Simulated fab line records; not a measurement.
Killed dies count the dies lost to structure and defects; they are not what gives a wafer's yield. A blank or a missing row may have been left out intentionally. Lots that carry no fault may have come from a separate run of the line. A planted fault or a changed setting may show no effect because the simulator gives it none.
What tool caused it? / flow ritCmos / 13 lots, 39 wafers sampled, at 4 steps of a route of 202

## WHAT EACH GAUGE READ, for each wafer
RIT_PWELL_TW_MEAS_10. Usual: PWELL_TW gives 951 (standard deviation 7).
lot=L572; measured=day 1 22:58; on=filmMetro-01; PWELL_TW=954 961 951; flag=
lot=L573; measured=day 2 03:31; on=filmMetro-03; PWELL_TW=945 947 946; flag=
lot=L574; measured=day 2 08:42; on=filmMetro-03; PWELL_TW=945 945 949; flag=
lot=L575; measured=day 2 13:53; on=filmMetro-01; PWELL_TW=962 968 964; flag=
lot=L576; measured=day 2 20:14; on=filmMetro-03; PWELL_TW=941 939 941; flag=
lot=L577; measured=day 2 23:52; on=filmMetro-03; PWELL_TW=947 949 946; flag=
lot=L581; measured=day 3 20:44; on=filmMetro-01; PWELL_TW=957 966 957; flag=
lot=L583; measured=day 4 05:22; on=filmMetro-03; PWELL_TW=1138 1140 1133; flag=OFF
lot=L586; measured=day 4 21:39; on=filmMetro-04; PWELL_TW=1140 1138 1140; flag=OFF
lot=L590; measured=day 5 17:20; on=filmMetro-04; PWELL_TW=954 954 960; flag=
lot=L591; measured=day 5 22:03; on=filmMetro-03; PWELL_TW=952 951 950; flag=
lot=L592; measured=day 6 02:33; on=filmMetro-04; PWELL_TW=948 949 949; flag=
lot=L593; measured=day 6 08:05; on=filmMetro-04; PWELL_TW=952 953 952; flag=

RIT_WELLDRIVE_RS_MEAS_02: measurement is done with a four-point probe. Usual: PWELL_RS gives 430.7 ohm/sq (standard deviation 1.2).
lot=L572; measured=day 2 04:34; on=filmMetro-03; PWELL_RS (ohm/sq)=430.9 430.3 429.3; flag=
lot=L573; measured=day 2 08:49; on=filmMetro-01; PWELL_RS (ohm/sq)=429.7 431.9 432.4; flag=
lot=L574; measured=day 2 13:58; on=filmMetro-03; PWELL_RS (ohm/sq)=430.5 429.6 430.4; flag=
lot=L575; measured=day 2 19:15; on=filmMetro-01; PWELL_RS (ohm/sq)=431.1 430.7 429.9; flag=
lot=L576; measured=day 3 01:31; on=filmMetro-01; PWELL_RS (ohm/sq)=432.0 432.1 432.0; flag=
lot=L577; measured=day 3 05:42; on=filmMetro-03; PWELL_RS (ohm/sq)=432.3 431.9 431.6; flag=
lot=L581; measured=day 4 02:01; on=filmMetro-01; PWELL_RS (ohm/sq)=432.8 432.5 430.4; flag=
lot=L583; measured=day 4 10:39; on=filmMetro-03; PWELL_RS (ohm/sq)=301.4 302.7 302.2; flag=OFF
lot=L586; measured=day 5 02:55; on=filmMetro-03; PWELL_RS (ohm/sq)=302.1 301.7 302.0; flag=OFF
lot=L590; measured=day 5 22:42; on=filmMetro-03; PWELL_RS (ohm/sq)=430.0 429.5 428.1; flag=
lot=L591; measured=day 6 03:20; on=filmMetro-03; PWELL_RS (ohm/sq)=430.9 432.1 430.9; flag=
lot=L592; measured=day 6 07:49; on=filmMetro-03; PWELL_RS (ohm/sq)=432.5 432.8 432.4; flag=
lot=L593; measured=day 6 14:12; on=filmMetro-03; PWELL_RS (ohm/sq)=430.5 430.8 429.6; flag=

## WHAT TOOL EACH LOT RAN ON (gives the tool, then ch and the chambers of the sampled wafers, and finally the start)
lot=L572; RIT_ACTIVE_STRIP_14=plasmaAsher-03 ch 0,1, day 1 15:02; RIT_PWELL_IMPLANT_08=implanter-01 ch 0, day 1 22:40
lot=L573; RIT_ACTIVE_STRIP_14=plasmaAsher-02 ch 0,1, day 1 19:54; RIT_PWELL_IMPLANT_08=implanter-04 ch 0, day 2 03:14
lot=L574; RIT_ACTIVE_STRIP_14=plasmaAsher-04 ch 0,1, day 2 00:50; RIT_PWELL_IMPLANT_08=implanter-01 ch 0, day 2 08:23
lot=L575; RIT_ACTIVE_STRIP_14=plasmaAsher-04 ch 0,1, day 2 05:58; RIT_PWELL_IMPLANT_08=implanter-03 ch 0, day 2 13:33
lot=L576; RIT_ACTIVE_STRIP_14=plasmaAsher-02 ch 0, day 2 10:58; RIT_PWELL_IMPLANT_08=implanter-03 ch 0, day 2 19:56
lot=L577; RIT_ACTIVE_STRIP_14=plasmaAsher-02 ch 0,1, day 2 15:58; RIT_PWELL_IMPLANT_08=implanter-01 ch 0, day 2 23:32
lot=L581; RIT_ACTIVE_STRIP_14=plasmaAsher-02 ch 0,1, day 3 12:14; RIT_PWELL_IMPLANT_08=implanter-01 ch 0, day 3 20:27
lot=L583; RIT_ACTIVE_STRIP_14=plasmaAsher-03 ch 0,1, day 3 21:56; RIT_PWELL_IMPLANT_08=implanter-03 ch 0, day 4 05:04
lot=L586; RIT_ACTIVE_STRIP_14=plasmaAsher-02 ch 0,1, day 4 12:58; RIT_PWELL_IMPLANT_08=implanter-03 ch 0, day 4 21:19
lot=L590; RIT_ACTIVE_STRIP_14=plasmaAsher-02 ch 0,1, day 5 09:37; RIT_PWELL_IMPLANT_08=implanter-01 ch 0, day 5 17:02
lot=L591; RIT_ACTIVE_STRIP_14=plasmaAsher-02 ch 0,1, day 5 14:02; RIT_PWELL_IMPLANT_08=implanter-01 ch 0, day 5 21:46
lot=L592; RIT_ACTIVE_STRIP_14=plasmaAsher-04 ch 0,1, day 5 18:58; RIT_PWELL_IMPLANT_08=implanter-01 ch 0, day 6 02:14
lot=L593; RIT_ACTIVE_STRIP_14=plasmaAsher-02 ch 0,1, day 5 23:58; RIT_PWELL_IMPLANT_08=implanter-04 ch 0, day 6 07:46
- RIT_ACTIVE_STRIP_14: strips in O2, time 180 s.
- RIT_PWELL_IMPLANT_08

## AS READ BY THE TOOLS THEMSELVES (means over the sampled wafers that have a number; for cases with no such wafer, the mark the record gives instead)
RIT_ACTIVE_STRIP_14. Usual: drypumpMotorCurrentA 5.3 A, standard deviation 0.38.
lot=L572; tool=plasmaAsher-03; drypumpMotorCurrentA (A)=5.8; flag=
lot=L573; tool=plasmaAsher-02; drypumpMotorCurrentA (A)=5.0; flag=
lot=L574; tool=plasmaAsher-04; drypumpMotorCurrentA (A)=5.3; flag=
lot=L575; tool=plasmaAsher-04; drypumpMotorCurrentA (A)=5.1; flag=
lot=L576; tool=plasmaAsher-02; drypumpMotorCurrentA (A)=5.4; flag=
lot=L577; tool=plasmaAsher-02; drypumpMotorCurrentA (A)=5.2; flag=
lot=L581; tool=plasmaAsher-02; drypumpMotorCurrentA (A)=5.0; flag=
lot=L583; tool=plasmaAsher-03; drypumpMotorCurrentA (A)=5.7; flag=
lot=L586; tool=plasmaAsher-02; drypumpMotorCurrentA (A)=5.0; flag=
lot=L590; tool=plasmaAsher-02; drypumpMotorCurrentA (A)=5.0; flag=
lot=L591; tool=plasmaAsher-02; drypumpMotorCurrentA (A)=5.0; flag=
lot=L592; tool=plasmaAsher-04; drypumpMotorCurrentA (A)=5.3; flag=
lot=L593; tool=plasmaAsher-02; drypumpMotorCurrentA (A)=5.2; flag=

RIT_PWELL_IMPLANT_08. Usual: doseIonsCm2 7e+13, standard deviation 6.5e+10; endStationPressureTorr 5.17e-06 Torr, standard deviation 2.6e-07; faradayCurrentUA 221, standard deviation 4.6.
lot=L572; tool=implanter-01; doseIonsCm2=7e+13; endStationPressureTorr (Torr)=4.90e-06; faradayCurrentUA=222; flag=
lot=L573; tool=implanter-04; doseIonsCm2=7e+13; endStationPressureTorr (Torr)=5.10e-06; faradayCurrentUA=227; flag=
lot=L574; tool=implanter-01; doseIonsCm2=7e+13; endStationPressureTorr (Torr)=4.85e-06; faradayCurrentUA=221; flag=
lot=L575; tool=implanter-03; doseIonsCm2=7e+13; endStationPressureTorr (Torr)=5.21e-06; faradayCurrentUA=221; flag=
lot=L576; tool=implanter-03; doseIonsCm2=7e+13; endStationPressureTorr (Torr)=5.19e-06; faradayCurrentUA=222; flag=
lot=L577; tool=implanter-01; doseIonsCm2=7e+13; endStationPressureTorr (Torr)=5.15e-06; faradayCurrentUA=220; flag=
lot=L581; tool=implanter-01; doseIonsCm2=7e+13; endStationPressureTorr (Torr)=5.37e-06; faradayCurrentUA=220; flag=
lot=L583; tool=implanter-03; doseIonsCm2=1e+14; endStationPressureTorr (Torr)=5.19e-06; faradayCurrentUA=391; flag=OFF
lot=L586; tool=implanter-03; doseIonsCm2=1e+14; endStationPressureTorr (Torr)=5.23e-06; faradayCurrentUA=402; flag=OFF
lot=L590; tool=implanter-01; doseIonsCm2=7e+13; endStationPressureTorr (Torr)=5.19e-06; faradayCurrentUA=226; flag=
lot=L591; tool=implanter-01; doseIonsCm2=7e+13; endStationPressureTorr (Torr)=5.21e-06; faradayCurrentUA=225; flag=
lot=L592; tool=implanter-01; doseIonsCm2=7e+13; endStationPressureTorr (Torr)=5.42e-06; faradayCurrentUA=223; flag=
lot=L593; tool=implanter-04; doseIonsCm2=7e+13; endStationPressureTorr (Torr)=5.17e-06; faradayCurrentUA=224; flag=

## THE ANSWER, worked out from the rows above alone
Rule: a lot is off if the mean of its wafers that have a number lies more than 3 standard deviations from the usual mean. Also off: a lot with no number at a reading for which 4 or more lots have one. Any other lot the step has rows for is counted as sound. Order of review: gauges by route order, followed by the tools' own readings, for which a lot's mean as printed above is used. The first step at which some lot is off is used, and at that step the reading that is off furthest; a lot without a number counts as furthest.
Off: L583, L586, at RIT_PWELL_TW_MEAS_10 (PWELL_TW).
A tool fits if, at a process step before that reading, it ran every lot that is off, and no sound lot after the first of them. The gauges at RIT_PWELL_TW_MEAS_10 aren't tried: what is off there is off at RIT_PWELL_IMPLANT_08 too, on other tools, and a gauge's error can't cause that. One fits: implanter-03 at RIT_PWELL_IMPLANT_08. Its last sound lot is L576 (day 2 19:56), its first lot that is off L583 (day 4 05:04): a fault that began between those two fits.
The tool's own readings at RIT_PWELL_IMPLANT_08 bear it out: on the lots that are off they differ by more than 5 times the standard deviation of the sound lots' means. doseIonsCm2 reads 1e+14 there against 7e+13 on the sound lots; faradayCurrentUA reads 396 there against 223 on the sound lots.

## WHAT THE SIMULATOR HAD PUT IN
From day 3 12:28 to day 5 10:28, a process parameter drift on implanter-03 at RIT_PWELL_IMPLANT_08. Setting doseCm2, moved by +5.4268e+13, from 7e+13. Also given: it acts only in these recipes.
Struck lots among those shown: L583, L586. Same finding as the rule above.
